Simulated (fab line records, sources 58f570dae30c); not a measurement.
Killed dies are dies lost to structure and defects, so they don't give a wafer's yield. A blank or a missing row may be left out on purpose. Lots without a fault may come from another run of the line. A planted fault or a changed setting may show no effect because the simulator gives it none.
A struck lot beside a sound one | flow berkeley_cmos170 | 17 steps out of a route of 331
Sound: wafers L967.3, L967.4, L967.5. Struck: wafers L976.2, L976.5. (L976.1 of the same lot was not struck and is left out.) The cause comes at the end.
At each step with rows: each side's tool, then ch and its chambers, then its first start. Under that, the readings that differ: sound wafers | struck wafers | difference of the means | sigmas: that difference in standard deviations of wafers without a fault.
alike: readings whose means differ by less than 2 such deviations, and words and numbers that are the same on both sides. not compared: withheld readings, readings that some wafer has no value for, bounds like >300 that may hide the same value, and numbers for which the record gives no deviation and whose values overlap.
The two part at a step that has a row with sigmas, a row that says differs or no value, or rows on one side only. Numbers that don't overlap but have no deviation are shown without sigmas and don't part them. A reading that every wafer of one side lacks parts them only if that side has two wafers or more.

first, 5 steps without rows for these wafers: UCB170_NLDD_COAT_01 (resist thk 900 nm); UCB170_NLDD_SOFTBAKE_02 (time 60 s); UCB170_NLDD_EXPOSE_03 (exposes mask NSELECT, target cd 1200 nm); UCB170_NLDD_PEB_04; UCB170_NLDD_DEVELOP_05 (develop time 45 s).
UCB170_NLDD_CD_MEAS_06: target cd 1200 nm.
  sound on cd_sem-02, day 8 00:59; struck on cd_sem-01, day 9 19:49
  alike: cd_nm
UCB170_NLDD_OVL_MEAS_07:
  sound on overlay-02, day 8 01:04; struck on overlay-02, day 9 19:56
  alike: NLDD_OVL
then, 2 steps without rows for these wafers: UCB170_NLDD_IMPLANT_08; UCB170_NLDD_IMPLANT_09.
UCB170_NLDD_STRIP_10: strips in O2.
  sound on plasma_asher-04 ch 0,1, day 8 01:26; struck on plasma_asher-04 ch 0,1, day 9 20:16
  alike: chamber_pressure_mTorr, drypump_motor_current_A, oes_product_au, strip_time_to_endpoint_s
  not compared: rf_hours_counter_h
UCB170_NLDD_TW_MEAS_11:
  sound on film_metro-04, day 8 01:31; struck on film_metro-04, day 9 20:22
  alike: NLDD_TW
then, 1 step without rows for these wafers: UCB170_NLDD_CLEAN_12 (cleans in SPM, time 600 s).
UCB170_SPACER_CVD_00: deposits SiO2 from TEOS/O2, target thk 376 nm, time 47 s.
  sound on pecvd-03 ch 0,1, day 8 01:44; struck on pecvd-03 ch 2, day 9 20:37
  reading                                 | sound           | struck      | difference | sigmas
  model.SiO2_of_SPACER_CVD_00.thk_nm (nm) | 372.7 388 374.4 | 483.8 493.8 | +110.4     |
  alike: heater_power_w
UCB170_SPACER_THK_MEAS_01:
  sound on film_metro-02, day 8 01:47; struck on film_metro-04, day 9 20:40
  reading              | sound       | struck  | difference | sigmas
  SPACER_TEOS_THK (nm) | 373 388 374 | 484 494 | +111       | +19
then, 1 step without rows for these wafers: UCB170_SPACER_ANNEAL_02 (time 1800 s).
UCB170_SPACER_ETCHBACK_03: etches SiO2 in CHF3/CF4/Ar, stops on Si, target depth 376 nm, time 100 s.
  sound on rie_diel-03 ch 1,2,3, day 8 07:01; struck on rie_diel-01 ch 3, day 10 03:02
  reading                  | sound             | struck      | difference | sigmas
  oes_product_au (a.u.)    | 0.899 0.941 0.905 | 1.016 1.022 | +0.104     | +7
  model.etch.depth_nm (nm) | 372.7 388 374.4   | 443.8 448.5 | +67.8      |
  alike: chamber_pressure_mTorr, drypump_motor_current_A, throttle_valve_pct
  not compared: rf_hours_counter_h
then, 1 step without rows for these wafers: UCB170_PSD_HMDS_00 (prime time 60 s).

WHERE THEY PART
First at UCB170_SPACER_THK_MEAS_01; last, within this record, at UCB170_SPACER_ETCHBACK_03.

WHY: what the simulator had put in
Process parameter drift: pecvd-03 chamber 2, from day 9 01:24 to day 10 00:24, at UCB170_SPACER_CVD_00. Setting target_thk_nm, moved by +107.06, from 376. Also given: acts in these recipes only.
